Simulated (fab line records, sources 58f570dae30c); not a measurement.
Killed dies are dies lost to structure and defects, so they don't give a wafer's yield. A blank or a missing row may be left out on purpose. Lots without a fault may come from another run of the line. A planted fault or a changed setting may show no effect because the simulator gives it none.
fab line records | flow berkeley_cmos170
record lots=5 wafers=15 last_day=11
route steps=331 shown V2@298 M3@309
lots that met no fault: from a run of the same line without faults
start_h: hours from the record's first day to the start of the lot's first wafer shown | wait_h: hours since the lot's step before | " the same as in the row above | L1.1+2: a row that stands for several wafers | - no value, or no start given | * or withheld: withheld | < > ~ a bound
route shown NAME@n: a module of which the file shows steps, and the number in the route of the first | usual: mean/standard deviation of fault-free wafers | same: alike in all rows | chamber/n: place in a boat | sites: the reading at each site | _std_site: their standard deviation | _edge_site: outer sites' mean less inner sites' | radius_mm: how far each site lies from the wafer's centre | mask NAME#n: copy n | behind: the tool/chamber that last shaped the wafer | hold: why the lot was held/for how many hours/how that ended | device: the transistor (n, p or np) that didn't switch | end of line: the same wafers' tests at the end of the route | a step without rows: its recipe alone | killed: dies lost to structure and defects at the first sort, not the wafer's yield | map: a wafer's dies, x killed, . not, _ none there
set.NAME: the setting as run; set.NAME@STEP: as run at that earlier step | model.NAME: the simulator's own value behind a step, which no gauge read
lots at some steps of the route; a table a step, a row a wafer
services: from which hour (start_h, from the record's first day; less than 0 if before it) a tool's chamber was out of use, for how many hours, and why
## steps
# step UCB170_V2_HMDS_06
# recipe prime_time_s=60 prime_temp_c=100
# usual resist_line_temp_C=23.00/0.11
# same prime_time_s=60
# columns lot.wafer tool chamber start_h wait_h resist_line_temp_C
L080.1 litho_track-02 0 199.97 0.2 23.04
L080.3 " 0 " " 22.93
L080.5 " 0 " " 22.98
L083.4 litho_track-01 0 212.23 0.2 22.84
L083.5 " 0 " " 22.72
L083.6 " 0 " " 22.93
L085.1 litho_track-01 0 225.31 0.3 23.18
L085.3 " 0 " " 22.99
L085.6 " 0 " " 23.10
L091.4 litho_track-02 0 241.19 0.2 23.04
L091.5 " 0 " " 22.79
L091.6 " 0 " " 22.90
L094.1 litho_track-02 0 266.29 0.0 23.17
L094.2 " 0 " " 23.16
L094.4 " 0 " " 23.22
# step UCB170_V2_COAT_07
# recipe resist=KrF spin_rpm=1500 resist_thk_nm=900
# usual resist_line_temp_C=22.99/0.1
# columns lot.wafer tool chamber start_h wait_h resist_line_temp_C
L080.1 litho_track-02 0 200.12 0.1 23.23
L080.3 " 0 " " 23.07
L080.5 " 0 " " 23.19
L083.4 litho_track-01 0 212.38 0.1 23.13
L083.5 " 0 " " 22.96
L083.6 " 0 " " 22.98
L085.1 litho_track-01 0 225.46 0.1 23.02
L085.3 " 0 " " 22.96
L085.6 " 0 " " 23.04
L091.4 litho_track-02 0 241.34 0.1 23.13
L091.5 " 0 " " 23.12
L091.6 " 0 " " 23.05
L094.1 litho_track-02 0 266.44 0.1 22.99
L094.2 " 0 " " 22.90
L094.4 " 0 " " 22.92
# step UCB170_V2_SOFTBAKE_08
# recipe resist=KrF temp_c=130 time_s=60
# usual resist_line_temp_C=22.98/0.11
# same time_s=60
# columns lot.wafer tool chamber start_h wait_h resist_line_temp_C
L080.1 litho_track-02 0 200.27 0.1 23.00
L080.3 " 0 " " 22.96
L080.5 " 0 " " 23.01
L083.4 litho_track-01 0 212.53 0.1 23.05
L083.5 " 0 " " 23.03
L083.6 " 0 " " 22.92
L085.1 litho_track-01 0 225.61 0.1 22.73
L085.3 " 0 " " 22.80
L085.6 " 0 " " 22.85
L091.4 litho_track-02 0 241.49 0.1 22.94
L091.5 " 0 " " 22.96
L091.6 " 0 " " 22.96
L094.1 litho_track-02 0 266.59 0.1 22.97
L094.2 " 0 " " 23.06
L094.4 " 0 " " 23.17
# step UCB170_V2_EXPOSE_09
# recipe mask_id=VIA2 target_cd_nm=700 na=0.5 sigma_outer=0.6 source_shape=conventional dose_mj=37
# columns lot.wafer tool chamber start_h wait_h mask
L080.1+3+5 krf_scanner-02 0 200.42 0.1 VIA2#0
L083.4+5+6 krf_scanner-01 0 212.67 0.1 VIA2#0
L085.1+3+6 krf_scanner-02 0 225.96 0.3 VIA2#0
L091.4+5+6 krf_scanner-01 0 241.75 0.2 VIA2#0
L094.1+2+4 krf_scanner-02 0 267.03 0.4 VIA2#0
# step UCB170_V2_PEB_10
# recipe peb_temp_c=130 peb_time_s=withheld resist=KrF
# usual resist_line_temp_C=22.99/0.11
# columns lot.wafer tool chamber start_h wait_h resist_line_temp_C
L080.1 litho_track-03 0 200.54 0.1 23.07
L080.3 " 0 " " 23.10
L080.5 " 0 " " 22.96
L083.4 litho_track-01 0 212.80 0.1 23.09
L083.5 " 0 " " 22.95
L083.6 " 0 " " 22.97
L085.1 litho_track-02 0 226.47 0.5 22.87
L085.3 " 0 " " 22.84
L085.6 " 0 " " 23.05
L091.4 litho_track-03 0 241.88 0.1 22.91
L091.5 " 0 " " 23.15
L091.6 " 0 " " 22.96
L094.1 litho_track-02 0 267.47 0.4 23.04
L094.2 " 0 " " 22.94
L094.4 " 0 " " 22.98
# step UCB170_V2_DEVELOP_11
# recipe developer=TMAH develop_time_s=45 resist=KrF dev_temp_c=21
# usual resist_line_temp_C=23.02/0.1
# same develop_time_s=45
# columns lot.wafer tool chamber start_h wait_h resist_line_temp_C
L080.1 litho_track-03 0 - - 23.14
L080.3 " 0 " " 22.99
L080.5 " 0 " " 22.96
L083.4 litho_track-01 0 - - 23.08
L083.5 " 0 " " 23.06
L083.6 " 0 " " 23.13
L085.1 litho_track-02 0 - - 23.17
L085.3 " 0 " " 23.04
L085.6 " 0 " " 22.94
L091.4 litho_track-03 0 - - 23.02
L091.5 " 0 " " 23.00
L091.6 " 0 " " 23.01
L094.1 litho_track-02 0 - - 23.30
L094.2 " 0 " " 23.03
L094.4 " 0 " " 23.22
# step UCB170_V2_CD_MEAS_12
# recipe target_cd_nm=700
# usual cd_nm=700.0/1.2
# columns lot.wafer tool chamber start_h wait_h cd_nm
L080.1 cd_sem-01 - 200.82 - 700.0
L080.3 " - " " 699.1
L080.5 " - " " 700.6
L083.4 cd_sem-01 - 213.15 - 700.1
L083.5 " - " " 699.8
L083.6 " - " " 700.5
L085.1 cd_sem-02 - 226.77 - 699.8
L085.3 " - " " 701.6
L085.6 " - " " 701.1
L091.4 cd_sem-02 - 242.14 - 698.1
L091.5 " - " " 698.3
L091.6 " - " " 697.6
L094.1 cd_sem-01 - 267.74 - 699.4
L094.2 " - " " 699.6
L094.4 " - " " 700.6
# step UCB170_V2_OVL_MEAS_13
# usual V2_OVL=0/5.4
# columns lot.wafer tool chamber start_h wait_h V2_OVL[nm]
L080.1 overlay-02 - 200.94 0.1 -2
L080.3 " - " " -3
L080.5 " - " " -2
L083.4 overlay-01 - 213.23 0.1 4
L083.5 " - " " 1
L083.6 " - " " 3
L085.1 overlay-01 - 226.89 0.1 -4
L085.3 " - " " -11
L085.6 " - " " 6
L091.4 overlay-01 - 242.22 0.1 8
L091.5 " - " " 8
L091.6 " - " " 10
L094.1 overlay-02 - 267.86 0.1 -6
L094.2 " - " " -3
L094.4 " - " " -4
# step UCB170_V2_ETCH_14
# recipe chemistry=CHF3/CF4/Ar target=SiO2 stop_on=Al CHF3_flow_sccm=45 cf4_flow_sccm=15 Ar_flow_sccm=150 pressure_mtorr=200 rf_w=700 target_depth_a=12500 over_etch_frac=0.25 time_s=284.9
# usual drypump_motor_current_A=6.0/0.48 oes_product_au=0.898/0.011 throttle_valve_pct=7.02/0.13
# same time_s=284.9
# columns lot.wafer tool chamber start_h wait_h drypump_motor_current_A oes_product_au rf_hours_counter_h throttle_valve_pct
L080.1 rie_diel-03 2 200.97 0.0 6.6 0.895 67 7.13
L080.3 " 1 " " 5.2 0.908 18 7.20
L080.5 " 2 " " 6.6 0.899 - 7.13
L083.4 rie_diel-04 2 213.25 0.0 6.6 0.895 129 7.05
L083.5 " 1 " " 5.6 0.883 - 6.95
L083.6 " 2 " " 6.5 0.892 - 7.04
L085.1 rie_diel-03 3 226.93 0.0 6.1 0.898 115 6.72
L085.3 " 1 " " 5.2 0.912 19 7.20
L085.6 " 1 " " 5.2 0.909 - 7.19
L091.4 rie_diel-02 3 242.23 0.0 6.5 0.888 88 6.96
L091.5 " 3 " " 6.5 0.877 - 6.96
L091.6 " 0 " " 5.8 0.887 - 7.08
L094.1 rie_diel-04 3 267.90 0.0 5.4 0.916 29 7.00
L094.2 " 0 " " 5.6 0.901 23 7.04
L094.4 " 2 " " 6.6 0.893 131 7.05
# step UCB170_V2_STRIP_15
# recipe chemistry=O2 power_w=400 pressure_mtorr=3500 platen_temp_c=withheld o2_flow_sccm=400 overash_fraction=0.5
# usual drypump_motor_current_A=5.6/0.55 oes_product_au=0.722/0.0045 strip_time_to_endpoint_s=15.48/0.1
# columns lot.wafer tool chamber start_h wait_h drypump_motor_current_A oes_product_au rf_hours_counter_h strip_time_to_endpoint_s
L080.1 plasma_asher-04 1 201.15 0.1 5.2 0.721 50 15.39
L080.3 " 0 " " 4.6 0.722 - 15.45
L080.5 " 0 " " 4.6 0.723 - 15.39
L083.4 plasma_asher-03 0 213.46 0.1 6.1 0.726 - 15.59
L083.5 " 1 " " 5.7 0.724 - 15.60
L083.6 " 0 " " 6.1 0.727 - 15.56
L085.1 plasma_asher-02 0 227.10 0.1 5.8 0.721 13 15.41
L085.3 " 1 " " 6.2 0.720 - 15.36
L085.6 " 1 " " 6.2 0.720 - 15.38
L091.4 plasma_asher-02 1 242.45 0.1 6.2 0.726 - 15.50
L091.5 " 0 " " 5.8 0.724 - 15.42
L091.6 " 1 " " 6.3 0.724 - 15.49
L094.1 plasma_asher-03 1 268.08 0.1 5.7 0.713 51 15.52
L094.2 " 0 " " 6.1 0.719 51 15.50
L094.4 " 1 " " 5.7 0.728 - 15.61
# step UCB170_V2_CD_MEAS_90
# recipe target_cd_nm=700
# usual cd_nm=699.8/1.2
# columns lot.wafer tool chamber start_h wait_h cd_nm
L080.1 cd_sem-01 - 201.33 0.1 699.5
L080.3 " - " " 699.3
L080.5 " - " " 699.9
L083.4 cd_sem-01 - 213.59 0.1 699.5
L083.5 " - " " 699.5
L083.6 " - " " 700.5
L085.1 cd_sem-01 - 227.22 0.1 699.0
L085.3 " - " " 701.0
L085.6 " - " " 700.2
L091.4 cd_sem-02 - 242.57 0.1 699.0
L091.5 " - " " 698.6
L091.6 " - " " 698.5
L094.1 cd_sem-01 - 268.19 0.1 700.1
L094.2 " - " " 699.5
L094.4 " - " " 699.7
# step UCB170_M3_PRE_CLEAN_00
# recipe gas=Ar preclean_etch_time_s=60
# columns lot.wafer tool chamber start_h wait_h
L080.1+3+5 pvd_sputter-02 - 201.45 0.1
L083.4+5+6 pvd_sputter-02 - 213.68 0.1
L085.1+3+6 pvd_sputter-04 - 227.34 0.1
L091.4+5+6 pvd_sputter-04 - 242.63 0.0
L094.1+2+4 pvd_sputter-04 - 268.31 0.1
# step UCB170_M3_SPUTTER_01
# recipe material=Al target_thk_nm=900 time_s=120 power_w=6000 chamber_pressure_pa=0.5
# usual throttle_valve_pct=30.0/0.98
# same time_s=120
# columns lot.wafer tool chamber start_h wait_h throttle_valve_pct
L080.1 pvd_sputter-02 - 201.52 0.0 29.8
L080.3 " - " " 30.2
L080.5 " - " " 30.8
L083.4 pvd_sputter-02 - 213.76 0.0 29.9
L083.5 " - " " 30.2
L083.6 " - " " 30.7
L085.1 pvd_sputter-04 - 227.41 0.0 27.9
L085.3 " - " " 29.0
L085.6 " - " " 28.0
L091.4 pvd_sputter-04 - 242.70 0.0 27.8
L091.5 " - " " 27.9
L091.6 " - " " 30.5
L094.1 pvd_sputter-04 - 268.38 0.0 30.6
L094.2 " - " " 27.9
L094.4 " - " " 31.1
# step UCB170_M3_RS_MEAS_02
# recipe thk_meas_gauge=four-point-probe reads=Al_of_M3_SPUTTER_01
# usual M3_AL_RS=0.0322/0.00037
# columns lot.wafer tool chamber start_h wait_h M3_AL_RS[ohm/sq]
L080.1 film_metro-02 - 201.60 0.0 0.0321
L080.3 " - " " 0.0322
L080.5 " - " " 0.0318
L083.4 film_metro-02 - 213.86 0.1 0.0319
L083.5 " - " " 0.0319
L083.6 " - " " 0.0317
L085.1 film_metro-03 - 227.49 0.0 0.0328
L085.3 " - " " 0.0332
L085.6 " - " " 0.0327
L091.4 film_metro-03 - 242.84 0.1 0.0324
L091.5 " - " " 0.0322
L091.6 " - " " 0.0326
L094.1 film_metro-01 - 268.46 0.0 0.0323
L094.2 " - " " 0.0320
L094.4 " - " " 0.0321
# step UCB170_M3_THK_MEAS_03
# recipe thk_meas_gauge=xrf reads=Al_of_M3_SPUTTER_01
# usual M3_AL_THK=907/11
# columns lot.wafer tool chamber start_h wait_h M3_AL_THK[nm]
L080.1 film_metro-02 - 201.72 0.1 911
L080.3 " - " " 917
L080.5 " - " " 921
L083.4 film_metro-02 - 213.95 0.1 915
L083.5 " - " " 918
L083.6 " - " " 924
L085.1 film_metro-03 - 227.61 0.1 890
L085.3 " - " " 879
L085.6 " - " " 886
L091.4 film_metro-03 - 242.93 0.1 896
L091.5 " - " " 905
L091.6 " - " " 896
L094.1 film_metro-01 - 268.58 0.1 913
L094.2 " - " " 911
L094.4 " - " " 916
# step UCB170_M3_HMDS_04
# recipe prime_time_s=60 prime_temp_c=100
# usual resist_line_temp_C=22.99/0.1
# same prime_time_s=60
# columns lot.wafer tool chamber start_h wait_h resist_line_temp_C
L080.1 litho_track-03 0 201.99 0.3 23.01
L080.3 " 0 " " 23.04
L080.5 " 0 " " 22.99
L083.4 litho_track-01 0 214.05 0.1 22.83
L083.5 " 0 " " 23.01
L083.6 " 0 " " 22.77
L085.1 litho_track-01 0 227.83 0.2 22.83
L085.3 " 0 " " 22.85
L085.6 " 0 " " 23.13
L091.4 litho_track-01 0 243.05 0.1 23.03
L091.5 " 0 " " 23.10
L091.6 " 0 " " 23.15
L094.1 litho_track-03 0 268.88 0.3 22.95
L094.2 " 0 " " 23.06
L094.4 " 0 " " 23.09
# step UCB170_M3_COAT_05
# recipe resist=KrF spin_rpm=1500 resist_thk_nm=900
# usual resist_line_temp_C=22.99/0.093
# columns lot.wafer tool chamber start_h wait_h resist_line_temp_C
L080.1 litho_track-03 0 202.14 0.1 22.93
L080.3 " 0 " " 22.93
L080.5 " 0 " " 23.07
L083.4 litho_track-01 0 214.20 0.1 22.90
L083.5 " 0 " " 23.04
L083.6 " 0 " " 22.94
L085.1 litho_track-01 0 227.98 0.1 22.92
L085.3 " 0 " " 22.93
L085.6 " 0 " " 23.15
L091.4 litho_track-01 0 243.20 0.1 23.22
L091.5 " 0 " " 23.24
L091.6 " 0 " " 23.02
L094.1 litho_track-03 0 269.03 0.1 22.77
L094.2 " 0 " " 22.92
L094.4 " 0 " " 22.96
# step UCB170_M3_SOFTBAKE_06
# recipe resist=KrF temp_c=130 time_s=60
# usual resist_line_temp_C=23.00/0.093
# same time_s=60
# columns lot.wafer tool chamber start_h wait_h resist_line_temp_C
L080.1 litho_track-03 0 202.29 0.1 23.08
L080.3 " 0 " " 23.06
L080.5 " 0 " " 23.07
L083.4 litho_track-01 0 214.35 0.1 22.91
L083.5 " 0 " " 22.89
L083.6 " 0 " " 23.03
L085.1 litho_track-01 0 228.13 0.1 22.95
L085.3 " 0 " " 23.16
L085.6 " 0 " " 23.13
L091.4 litho_track-01 0 243.35 0.1 22.98
L091.5 " 0 " " 23.06
L091.6 " 0 " " 23.01
L094.1 litho_track-03 0 269.18 0.1 22.97
L094.2 " 0 " " 23.12
L094.4 " 0 " " 22.93
# step UCB170_M3_STRIP_07
# recipe chemistry=O2 power_w=400 pressure_mtorr=3500 platen_temp_c=withheld o2_flow_sccm=400 overash_fraction=0.5
# usual drypump_motor_current_A=5.5/0.53 oes_product_au=0.734/0.0049 strip_time_to_endpoint_s=21.96/0.066
# columns lot.wafer tool chamber start_h wait_h drypump_motor_current_A oes_product_au rf_hours_counter_h strip_time_to_endpoint_s
L080.1 plasma_asher-04 0 202.44 0.1 4.6 0.732 50 21.90
L080.3 " 0 " " 4.6 0.725 - 21.98
L080.5 " 0 " " 4.6 0.733 - 21.92
L083.4 plasma_asher-03 0 214.46 0.1 6.1 0.733 - 21.92
L083.5 " 1 " " 5.7 0.736 - 21.96
L083.6 " 0 " " 6.1 0.741 - 21.92
L085.1 plasma_asher-03 1 228.28 0.1 5.6 0.735 46 21.99
L085.3 " 1 " " 5.6 0.732 - 22.01
L085.6 " 0 " " 6.1 0.734 - 22.00
L091.4 plasma_asher-01 0 243.46 0.1 5.7 0.739 - 21.93
L091.5 " 0 " " 5.7 0.737 - 21.93
L091.6 " 1 " " 6.1 0.732 - 21.97
L094.1 plasma_asher-01 1 269.33 0.1 6.1 0.727 56 22.00
L094.2 " 0 " " 5.7 0.733 56 22.02
L094.4 " 0 " " 5.7 0.733 - 21.98
# step UCB170_M3_STRIP_08
# recipe chemistry=DMSO temp_c=80 time_s=600 material=KrF
# same time_s=600
# columns lot.wafer tool chamber start_h wait_h
L080.1+3+5 wet_bench-01 1 202.54 0.1
L083.4+5+6 wet_bench-01 3 214.75 0.3
L085.1+3+6 wet_bench-01 0 228.53 0.2
L091.4+5+6 wet_bench-03 1 243.57 0.1
L094.1+2+4 wet_bench-04 0 269.43 0.1
# step UCB170_M3_COAT_09
# recipe resist=BARC temp_c=withheld time_s=withheld spin_rpm=3000 resist_thk_nm=withheld
# usual resist_line_temp_C=*
# columns lot.wafer tool chamber start_h wait_h resist_line_temp_C
L080.1 litho_track-01 0 202.81 0.1 *
L080.3 " 0 " " *
L080.5 " 0 " " *
L083.4 litho_track-03 0 215.50 0.5 *
L083.5 " 0 " " *
L083.6 " 0 " " *
L085.1 litho_track-04 0 229.16 0.5 *
L085.3 " 0 " " *
L085.6 " 0 " " *
L091.4 litho_track-04 0 244.24 0.5 *
L091.5 " 0 " " *
L091.6 " 0 " " *
L094.1 litho_track-04 0 270.05 0.4 *
L094.2 " 0 " " *
L094.4 " 0 " " *
# step UCB170_M3_COAT_10
# recipe resist=KrF spin_rpm=1500 resist_thk_nm=900
# usual resist_line_temp_C=23.01/0.11
# columns lot.wafer tool chamber start_h wait_h resist_line_temp_C
L080.1 litho_track-01 0 - - 22.91
L080.3 " 0 " " 22.86
L080.5 " 0 " " 22.81
L083.4 litho_track-03 0 - - 22.91
L083.5 " 0 " " 22.94
L083.6 " 0 " " 22.86
L085.1 litho_track-04 0 - - 22.99
L085.3 " 0 " " 23.00
L085.6 " 0 " " 23.04
L091.4 litho_track-04 0 - - 22.90
L091.5 " 0 " " 22.96
L091.6 " 0 " " 22.90
L094.1 litho_track-04 0 - - 23.13
L094.2 " 0 " " 23.07
L094.4 " 0 " " 23.18
# step UCB170_M3_SOFTBAKE_11
# recipe resist=KrF temp_c=130 time_s=60
# usual resist_line_temp_C=23.00/0.099
# same time_s=60
# columns lot.wafer tool chamber start_h wait_h resist_line_temp_C
L080.1 litho_track-01 0 - - 22.87
L080.3 " 0 " " 23.11
L080.5 " 0 " " 22.99
L083.4 litho_track-03 0 - - 22.94
L083.5 " 0 " " 22.97
L083.6 " 0 " " 22.93
L085.1 litho_track-04 0 - - 23.03
L085.3 " 0 " " 23.03
L085.6 " 0 " " 23.07
L091.4 litho_track-04 0 - - 23.04
L091.5 " 0 " " 22.92
L091.6 " 0 " " 23.03
L094.1 litho_track-04 0 - - 23.03
L094.2 " 0 " " 23.01
L094.4 " 0 " " 23.13
# step UCB170_M3_EXPOSE_12
# recipe mask_id=METAL3 target_cd_nm=700 na=0.5 sigma_outer=0.6 source_shape=conventional dose_mj=26
# columns lot.wafer tool chamber start_h wait_h mask
L080.1+3+5 krf_scanner-02 0 203.39 - METAL3#0
L083.4+5+6 krf_scanner-01 0 216.24 - METAL3#0
L085.1+3+6 krf_scanner-01 0 229.73 - METAL3#0
L091.4+5+6 krf_scanner-02 0 244.89 - METAL3#0
L094.1+2+4 krf_scanner-02 0 270.62 - METAL3#0
# step UCB170_M3_PEB_13
# recipe peb_temp_c=130 peb_time_s=withheld resist=KrF
# usual resist_line_temp_C=23.00/0.12
# columns lot.wafer tool chamber start_h wait_h resist_line_temp_C
L080.1 litho_track-01 0 203.50 0.1 23.14
L080.3 " 0 " " 23.08
L080.5 " 0 " " 23.17
L083.4 litho_track-03 0 216.68 0.4 23.22
L083.5 " 0 " " 22.86
L083.6 " 0 " " 22.94
L085.1 litho_track-04 0 230.06 0.3 22.94
L085.3 " 0 " " 23.01
L085.6 " 0 " " 23.03
L091.4 litho_track-01 0 245.50 0.6 23.08
L091.5 " 0 " " 22.94
L091.6 " 0 " " 23.06
L094.1 litho_track-03 0 271.13 0.5 23.26
L094.2 " 0 " " 23.15
L094.4 " 0 " " 23.07
# step UCB170_M3_DEVELOP_14
# recipe developer=TMAH develop_time_s=45 resist=KrF dev_temp_c=21
# usual resist_line_temp_C=23.01/0.099
# same develop_time_s=45
# columns lot.wafer tool chamber start_h wait_h resist_line_temp_C
L080.1 litho_track-01 0 - - 23.03
L080.3 " 0 " " 23.03
L080.5 " 0 " " 22.98
L083.4 litho_track-03 0 - - 22.91
L083.5 " 0 " " 22.87
L083.6 " 0 " " 23.11
L085.1 litho_track-04 0 - - 23.16
L085.3 " 0 " " 23.12
L085.6 " 0 " " 23.00
L091.4 litho_track-01 0 - - 22.98
L091.5 " 0 " " 22.99
L091.6 " 0 " " 23.08
L094.1 litho_track-03 0 - - 22.84
L094.2 " 0 " " 23.01
L094.4 " 0 " " 22.94
# step UCB170_M3_CD_MEAS_15
# recipe target_cd_nm=700
# usual cd_nm=700.0/1.4
# columns lot.wafer tool chamber start_h wait_h cd_nm
L080.1 cd_sem-01 - 203.87 - 699.0
L080.3 " - " " 699.7
L080.5 " - " " 700.0
L083.4 cd_sem-02 - 216.94 - 698.9
L083.5 " - " " 699.3
L083.6 " - " " 699.6
L085.1 cd_sem-01 - 230.41 - 698.8
L085.3 " - " " 700.2
L085.6 " - " " 698.1
L091.4 cd_sem-01 - 245.76 - 700.5
L091.5 " - " " 700.4
L091.6 " - " " 703.2
L094.1 cd_sem-01 - 271.40 - 700.5
L094.2 " - " " 700.0
L094.4 " - " " 699.2
# step UCB170_M3_OVL_MEAS_16
# usual M3_OVL=-3/4.8
# columns lot.wafer tool chamber start_h wait_h M3_OVL[nm]
L080.1 overlay-01 - 203.99 0.1 -3
L080.3 " - " " -6
L080.5 " - " " -9
L083.4 overlay-02 - 217.01 0.1 -8
L083.5 " - " " -3
L083.6 " - " " -9
L085.1 overlay-01 - 230.53 0.1 -13
L085.3 " - " " -12
L085.6 " - " " -9
L091.4 overlay-02 - 245.84 0.1 2
L091.5 " - " " 3
L091.6 " - " " -2
L094.1 overlay-01 - 271.52 0.1 1
L094.2 " - " " 1
L094.4 " - " " 2
# step UCB170_M3_ETCH_17
# recipe chemistry=N2/H2 target_depth_a=withheld overetch_a=withheld target=BARC time_s=withheld source_w=500 bias_w=100 pressure_mtorr=30 n2_flow_sccm=100 h2_flow_sccm=200
# usual bias_w=99.97/0.29 drypump_motor_current_A=5.9/0.44 n2_flow_sccm=100.00/0.3 oes_product_au=1.006/0.02 throttle_valve_pct=13.37/0.14
# columns lot.wafer tool chamber start_h wait_h bias_w drypump_motor_current_A n2_flow_sccm oes_product_au throttle_valve_pct
L080.1 rie_diel-04 2 204.03 0.0 99.82 6.5 100.09 1.001 13.46
L080.3 " 3 " " 99.64 5.4 100.11 1.029 13.31
L080.5 " 3 " " 100.11 5.4 100.11 1.031 13.30
L083.4 rie_diel-02 0 217.03 0.0 99.70 5.9 100.32 0.985 13.50
L083.5 " 2 " " 99.96 6.1 99.96 1.025 13.61
L083.6 " 1 " " 99.68 6.4 100.02 1.014 13.28
L085.1 rie_diel-04 1 230.56 0.0 99.96 5.6 100.23 0.971 13.27
L085.3 " 2 " " 99.89 6.6 100.08 0.998 13.45
L085.6 " 0 " " 99.89 5.5 99.99 1.012 13.46
L091.4 rie_diel-04 2 245.86 0.0 100.04 6.6 100.05 0.995 13.43
L091.5 " 1 " " 100.13 5.6 99.88 0.966 13.26
L091.6 " 2 " " 100.52 6.6 100.30 1.001 13.44
L094.1 rie_diel-02 0 271.56 0.0 99.76 5.8 100.16 0.987 13.50
L094.2 " 2 " " 99.73 6.0 99.58 1.023 13.62
L094.4 " 3 " " 100.02 6.5 99.70 1.003 13.31
# step UCB170_M3_METAL_ETCH_18
# recipe chemistry=Cl2/BCl3 target=Al stop_on=SiO2 pressure_mtorr=12 target_depth_a=11700 over_etch_frac=0.2909 time_s=195 icp_w=600 bias_w=120 Cl2_flow_sccm=90 bcl3_flow_sccm=45
# usual bias_w=120.0/0.33 drypump_motor_current_A=5.38/0.22 oes_product_au=0.856/0.012 throttle_valve_pct=24.38/0.12
# same time_s=195
# columns lot.wafer tool chamber start_h wait_h bias_w drypump_motor_current_A oes_product_au rf_hours_counter_h throttle_valve_pct
L080.1 rie_metal-01 0 204.07 - 120.1 5.07 0.856 9 24.22
L080.3 " 1 " " 120.1 5.33 0.852 - 24.59
L080.5 " 1 " " 119.4 5.31 0.854 - 24.59
L083.4 rie_metal-01 0 217.14 - 119.9 5.07 0.860 - 24.23
L083.5 " 1 " " 120.1 5.33 0.858 - 24.59
L083.6 " 0 " " 119.8 5.07 0.861 - 24.22
L085.1 rie_metal-04 1 230.60 - 119.7 5.79 0.877 15 24.27
L085.3 " 1 " " 120.2 5.74 0.873 - 24.29
L085.6 " 0 " " 120.3 5.17 0.849 - 24.42
L091.4 rie_metal-04 0 246.09 - 119.6 5.19 0.840 - 24.41
L091.5 " 0 " " 119.2 5.19 0.843 - 24.42
L091.6 " 0 " " 119.4 5.18 0.838 - 24.42
L094.1 rie_metal-04 0 271.60 - 120.2 5.19 0.854 3 24.40
L094.2 " 1 " " 120.3 5.75 0.863 0 24.28
L094.4 " 1 " " 120.3 5.76 0.871 - 24.27
# step UCB170_M3_STRIP_19
# recipe chemistry=O2 power_w=400 pressure_mtorr=3500 platen_temp_c=withheld o2_flow_sccm=400 overash_fraction=0.5
# usual drypump_motor_current_A=5.6/0.5 oes_product_au=0.552/0.013
# columns lot.wafer tool chamber start_h wait_h drypump_motor_current_A oes_product_au rf_hours_counter_h
L080.1 plasma_asher-03 0 204.26 0.1 6.1 0.555 42
L080.3 " 1 " " 5.6 0.560 -
L080.5 " 1 " " 5.6 0.562 -
L083.4 plasma_asher-03 0 217.30 0.1 6.1 0.571 -
L083.5 " 0 " " 6.1 0.558 -
L083.6 " 1 " " 5.6 0.565 -
L085.1 plasma_asher-01 1 230.79 0.1 6.1 0.550 52
L085.3 " 0 " " 5.7 0.552 -
L085.6 " 1 " " 6.1 0.540 -
L091.4 plasma_asher-04 0 246.31 0.2 4.6 0.539 -
L091.5 " 1 " " 5.3 0.550 -
L091.6 " 0 " " 4.6 0.537 -
L094.1 plasma_asher-04 0 271.79 0.1 4.6 0.561 59
L094.2 " 1 " " 5.3 0.549 59
L094.4 " 0 " " 4.6 0.556 -
# step UCB170_M3_CD_MEAS_90
# recipe target_cd_nm=700
# usual cd_nm=701.2/2.3
# columns lot.wafer tool chamber start_h wait_h cd_nm
L080.1 cd_sem-01 - 204.36 0.1 700.2
L080.3 " - " " 701.4
L080.5 " - " " 699.1
L083.4 cd_sem-02 - 217.42 0.1 698.2
L083.5 " - " " 702.2
L083.6 " - " " 698.3
L085.1 cd_sem-02 - 230.96 0.1 700.7
L085.3 " - " " 702.2
L085.6 " - " " 698.5
L091.4 cd_sem-01 - 246.44 0.1 700.6
L091.5 " - " " 698.8
L091.6 " - " " 703.5
L094.1 cd_sem-01 - 271.93 0.1 705.4
L094.2 " - " " 704.3
L094.4 " - " " 701.0
# step UCB170_M3_BOW_MEAS_20
# recipe mode=bow
# usual M3_BOW=34/7
# columns lot.wafer tool chamber start_h wait_h M3_BOW[um]
L080.1 film_metro-01 - 204.48 0.1 29
L080.3 " - " " 37
L080.5 " - " " 40
L083.4 film_metro-03 - 217.54 0.1 43
L083.5 " - " " 40
L083.6 " - " " 50
L085.1 film_metro-01 - 231.08 0.1 28
L085.3 " - " " 37
L085.6 " - " " 34
L091.4 film_metro-01 - 246.56 0.1 28
L091.5 " - " " 31
L091.6 " - " " 40
L094.1 film_metro-03 - 272.05 0.1 30
L094.2 " - " " 28
L094.4 " - " " 35
## services
# columns tool chamber start_h hours kind
krf_scanner-02 - 176.28 0.1 repair
krf_scanner-02 - 179.69 8.9 repair
wet_bench-03 - 194.22 1.9 pm
pvd_sputter-02 - 202.37 6.6 repair
plasma_asher-01 - 203.56 14.3 repair
krf_scanner-02 - 204.16 3.3 repair
rie_diel-03 - 207.88 3.7 repair
pvd_sputter-02 3 209.01 - consumable_replace:kit
pvd_sputter-02 3 209.01 18.0 scheduled_down
pvd_sputter-02 3 209.01 18.0 vent_cycle
krf_scanner-02 - 214.35 0.2 repair
wet_bench-04 - 218.80 43.6 pm
krf_scanner-02 - 226.32 1.3 pm
krf_scanner-02 - 230.01 3.6 pm
rie_diel-04 1 236.38 4.0 repair
rie_diel-03 1 240.79 5.6 repair
krf_scanner-01 - 243.26 4.0 pm
krf_scanner-01 - 250.04 9.9 repair
krf_scanner-01 - 250.38 0.5 repair
krf_scanner-02 - 259.99 4.0 pm
rie_diel-03 1 260.20 5.4 repair
krf_scanner-02 - 264.01 1.0 pm
krf_scanner-02 0 265.70 - calibration
rie_diel-02 3 269.63 1.3 repair
## key
fault none
